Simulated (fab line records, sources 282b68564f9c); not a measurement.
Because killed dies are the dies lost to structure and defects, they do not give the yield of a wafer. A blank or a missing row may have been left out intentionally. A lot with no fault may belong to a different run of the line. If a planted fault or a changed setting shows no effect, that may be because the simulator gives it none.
Which of the tools did it? + flow ritCmos + Sampling: 14 lots, 42 wafers, 6 of 202 route steps

== WHAT THE GAUGES READ, wafer by wafer ==
RIT_SDANNEAL_RS_MEAS_04: measures by four-point-probe.
| lot  | measured    | on           | PSD_RS (ohm/sq)      |
|------|-------------|--------------|----------------------|
| L501 | day 3 10:31 | filmMetro-01 | 115.35 115.71 115.52 |
| L503 | day 3 23:33 | filmMetro-04 | 115.90 116.00 116.07 |
| L506 | day 4 16:08 | filmMetro-04 | 115.59 115.78 115.24 |
| L507 | day 4 20:50 | filmMetro-01 | 115.62 115.51 116.01 |
| L508 | day 5 00:39 | filmMetro-01 | 115.40 115.75 115.80 |
| L509 | day 5 01:04 | filmMetro-02 | 115.50 115.31 115.53 |
| L510 | day 5 09:14 | filmMetro-02 | 115.78 115.72 115.62 |
| L511 | day 5 13:40 | filmMetro-01 | 115.52 115.77 115.66 |
| L512 | day 5 19:32 | filmMetro-01 | 115.74 115.57 115.39 |
| L513 | day 5 23:28 | filmMetro-04 | 115.89 115.74 116.20 |
| L515 | day 6 10:53 | filmMetro-02 | 113.22 113.83 114.03 |
| L517 | day 6 18:58 | filmMetro-04 | 113.83 113.74 113.80 |
| L518 | day 6 20:58 | filmMetro-01 | 116.01 115.68 116.35 |
| L522 | day 7 17:50 | filmMetro-04 | 115.81 115.55 115.63 |

RIT_SDANNEAL_RS_MEAS_06: measures by four-point-probe.
| lot  | measured    | on           | PLDD_RS (ohm/sq)  |
|------|-------------|--------------|-------------------|
| L501 | day 3 10:46 | filmMetro-01 | 176.6 177.2 176.8 |
| L503 | day 3 23:47 | filmMetro-04 | 177.4 177.6 177.6 |
| L506 | day 4 16:23 | filmMetro-04 | 176.9 176.6 177.4 |
| L507 | day 4 21:04 | filmMetro-01 | 176.8 176.8 177.4 |
| L508 | day 5 00:53 | filmMetro-01 | 176.4 177.1 176.9 |
| L509 | day 5 01:18 | filmMetro-02 | 176.4 176.8 176.4 |
| L510 | day 5 09:28 | filmMetro-02 | 177.0 176.9 176.4 |
| L511 | day 5 13:54 | filmMetro-01 | 176.5 176.1 176.7 |
| L512 | day 5 19:47 | filmMetro-01 | 177.3 177.0 176.9 |
| L513 | day 5 23:43 | filmMetro-04 | 177.3 177.1 177.5 |
| L515 | day 6 11:07 | filmMetro-02 | 175.1 175.1 175.2 |
| L517 | day 6 19:13 | filmMetro-04 | 174.6 174.4 175.3 |
| L518 | day 6 21:12 | filmMetro-01 | 177.0 177.1 177.3 |
| L522 | day 7 18:05 | filmMetro-04 | 177.4 177.3 177.9 |

RIT_SILICIDE_THK_MEAS_03: measures by xrf.
| lot  | measured    | on           | SILICIDE_TI_THK (nm) |
|------|-------------|--------------|----------------------|
| L501 | day 3 11:16 | filmMetro-03 | 30.6 30.8 30.0       |
| L503 | day 4 00:18 | filmMetro-03 | 30.7 31.0 30.9       |
| L506 | day 4 16:53 | filmMetro-03 | 30.7 30.2 30.4       |
| L507 | day 4 21:36 | filmMetro-04 | 30.2 30.3 30.1       |
| L508 | day 5 01:25 | filmMetro-03 | 30.7 30.7 30.5       |
| L509 | day 5 01:49 | filmMetro-01 | 30.8 30.6 30.6       |
| L510 | day 5 09:59 | filmMetro-03 | 30.7 30.1 30.2       |
| L511 | day 5 14:25 | filmMetro-04 | 30.2 30.5 30.4       |
| L512 | day 5 20:17 | filmMetro-03 | 30.4 30.2 30.6       |
| L513 | day 6 00:13 | filmMetro-04 | 30.1 29.9 30.3       |
| L515 | day 6 11:37 | filmMetro-03 | 31.6 31.5 31.3       |
| L517 | day 6 19:44 | filmMetro-01 | 31.1 31.2 30.8       |
| L518 | day 6 21:43 | filmMetro-01 | 31.1 30.8 30.8       |
| L522 | day 7 18:35 | filmMetro-04 | 30.3 31.1 30.3       |

== EACH LOT AND THE TOOL THAT RAN IT (in order: tool; ch and the chambers of the sampled wafers; start) ==
| lot  | RIT_GATE_STRIP_20                  | RIT_NSD_STRIP_09                   | RIT_SDANNEAL_RTA_03            |
|------|------------------------------------|------------------------------------|--------------------------------|
| L501 | plasmaAsher-01 ch 0,1, day 2 22:13 | plasmaAsher-03 ch 0,1, day 3 08:17 | rtpAnneal-02 ch 0, day 3 10:27 |
| L503 | plasmaAsher-02 ch 0,1, day 3 10:44 | plasmaAsher-03 ch 0,1, day 3 21:27 | rtpAnneal-02 ch 0, day 3 23:29 |
| L506 | plasmaAsher-01 ch 0,1, day 4 00:01 | plasmaAsher-04 ch 0,1, day 4 13:51 | rtpAnneal-01 ch 0, day 4 16:01 |
| L507 | plasmaAsher-01 ch 0,1, day 4 08:32 | plasmaAsher-03 ch 0,1, day 4 18:35 | rtpAnneal-02 ch 0, day 4 20:47 |
| L508 | plasmaAsher-01 ch 0, day 4 11:13   | plasmaAsher-02 ch 1, day 4 22:14   | rtpAnneal-01 ch 0, day 5 00:32 |
| L509 | plasmaAsher-03 ch 0,1, day 4 11:28 | plasmaAsher-04 ch 0,1, day 4 22:48 | rtpAnneal-02 ch 0, day 5 00:59 |
| L510 | plasmaAsher-02 ch 0,1, day 4 20:49 | plasmaAsher-04 ch 0,1, day 5 07:09 | rtpAnneal-01 ch 0, day 5 09:10 |
| L511 | plasmaAsher-01 ch 0,1, day 5 00:01 | plasmaAsher-02 ch 0,1, day 5 11:34 | rtpAnneal-02 ch 0, day 5 13:36 |
| L512 | plasmaAsher-03 ch 0,1, day 5 07:05 | plasmaAsher-02 ch 0,1, day 5 17:21 | rtpAnneal-01 ch 0, day 5 19:28 |
| L513 | plasmaAsher-03 ch 0,1, day 5 10:59 | plasmaAsher-02 ch 0,1, day 5 21:05 | rtpAnneal-02 ch 0, day 5 23:24 |
| L515 | plasmaAsher-01 ch 0,1, day 5 19:56 | plasmaAsher-02 ch 0,1, day 6 08:29 | rtpAnneal-02 ch 0, day 6 10:48 |
| L517 | plasmaAsher-02 ch 0,1, day 6 05:45 | plasmaAsher-03 ch 0,1, day 6 16:46 | rtpAnneal-02 ch 0, day 6 18:55 |
| L518 | plasmaAsher-02 ch 0,1, day 6 07:25 | plasmaAsher-02 ch 0,1, day 6 18:51 | rtpAnneal-01 ch 0, day 6 20:54 |
| L522 | plasmaAsher-01 ch 0, day 7 04:10   | plasmaAsher-04 ch 1, day 7 15:37   | rtpAnneal-01 ch 0, day 7 17:46 |
- RIT_GATE_STRIP_20: strips in O2, time 180 s.
- RIT_NSD_STRIP_09: strips in O2, time 180 s.
- RIT_SDANNEAL_RTA_03: time 5 s.

== AS READ BY THE TOOLS THEMSELVES (means over the sampled wafers that have a number; for cases with no such wafer, the mark the record gives instead) ==
RIT_GATE_STRIP_20.
| lot  | tool           | drypumpMotorCurrentA (A) | o2FlowSccm (sccm) |
|------|----------------|--------------------------|-------------------|
| L501 | plasmaAsher-01 | 5.9                      | 3996              |
| L503 | plasmaAsher-02 | 5.2                      | 3984              |
| L506 | plasmaAsher-01 | 5.8                      | 3986              |
| L507 | plasmaAsher-01 | 5.9                      | 4015              |
| L508 | plasmaAsher-01 | 4.9                      | 4006              |
| L509 | plasmaAsher-03 | 5.4                      | 4016              |
| L510 | plasmaAsher-02 | 5.3                      | 4013              |
| L511 | plasmaAsher-01 | 5.9                      | 4006              |
| L512 | plasmaAsher-03 | 5.4                      | 4021              |
| L513 | plasmaAsher-03 | 5.4                      | 4006              |
| L515 | plasmaAsher-01 | 5.4                      | 4003              |
| L517 | plasmaAsher-02 | 5.2                      | 3998              |
| L518 | plasmaAsher-02 | 5.2                      | 4003              |
| L522 | plasmaAsher-01 | 4.9                      | 3997              |

RIT_NSD_STRIP_09.
| lot  | tool           | drypumpMotorCurrentA (A) | o2FlowSccm (sccm) |
|------|----------------|--------------------------|-------------------|
| L501 | plasmaAsher-03 | 5.4                      | 3996              |
| L503 | plasmaAsher-03 | 5.4                      | 4012              |
| L506 | plasmaAsher-04 | 5.8                      | 4000              |
| L507 | plasmaAsher-03 | 5.4                      | 3998              |
| L508 | plasmaAsher-02 | 5.1                      | 4003              |
| L509 | plasmaAsher-04 | 6.2                      | 4013              |
| L510 | plasmaAsher-04 | 5.8                      | 3999              |
| L511 | plasmaAsher-02 | 5.3                      | 4004              |
| L512 | plasmaAsher-02 | 5.3                      | 3998              |
| L513 | plasmaAsher-02 | 5.2                      | 3998              |
| L515 | plasmaAsher-02 | 5.3                      | 4004              |
| L517 | plasmaAsher-03 | 5.4                      | 4003              |
| L518 | plasmaAsher-02 | 5.3                      | 3999              |
| L522 | plasmaAsher-04 | 6.6                      | 4002              |

RIT_SDANNEAL_RTA_03.
| lot  | tool         | wafer_temp_C_max |
|------|--------------|------------------|
| L501 | rtpAnneal-02 | 1053.2           |
| L503 | rtpAnneal-02 | 1053.4           |
| L506 | rtpAnneal-01 | 1054.1           |
| L507 | rtpAnneal-02 | 1053.8           |
| L508 | rtpAnneal-01 | 1053.1           |
| L509 | rtpAnneal-02 | 1053.5           |
| L510 | rtpAnneal-01 | 1053.0           |
| L511 | rtpAnneal-02 | 1053.0           |
| L512 | rtpAnneal-01 | 1052.9           |
| L513 | rtpAnneal-02 | 1053.4           |
| L515 | rtpAnneal-02 | 1053.3           |
| L517 | rtpAnneal-02 | 1053.1           |
| L518 | rtpAnneal-01 | 1052.3           |
| L522 | rtpAnneal-01 | 1053.5           |

== THE ANSWER, worked out from the rows above alone ==
Rule: the usual values come from the lots themselves. Put in order of their means at a reading, lots are off if they are a third of the lots or fewer, leave a main group of 4 or more, and stand apart from it by a gap of 3 or more times the standard deviation of the main group's means; of several such gaps the widest counts. Not used: any main group whose means are identical at the precision the tables above print for the reading. A lot without any number at a reading at which 4 lots or more have one is off too. The other lots that the step has rows for count as sound. Order of review: gauges by route order, followed by the tools' own readings, for which a lot's mean as printed above is used. At the first step where some lot is off, the reading lying furthest off is the one used; lots without a number count as furthest.
Off: L515, L517, at RIT_SDANNEAL_RS_MEAS_04 (PSD_RS). The main group has a mean of 115.70 ohm/sq with a standard deviation of 0.18.
A tool fits if, at a process step before that reading, it ran every lot that is off, and no sound lot after the first of them. Those tools and the gauges at RIT_SDANNEAL_RS_MEAS_04 are tried in the same way. One fits: RIT_SDANNEAL_RTA_03 on rtpAnneal-02. Its last sound lot is L513 (day 5 23:24), its first lot that is off L515 (day 6 10:48): a fault that began between those two fits.

== WHAT THE SIMULATOR HAD INSERTED ==
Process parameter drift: rtpAnneal-02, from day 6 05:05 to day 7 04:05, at RIT_SDANNEAL_RTA_03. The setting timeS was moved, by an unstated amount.
Shown lots that were struck: L515, L517. Same finding as the rule above.
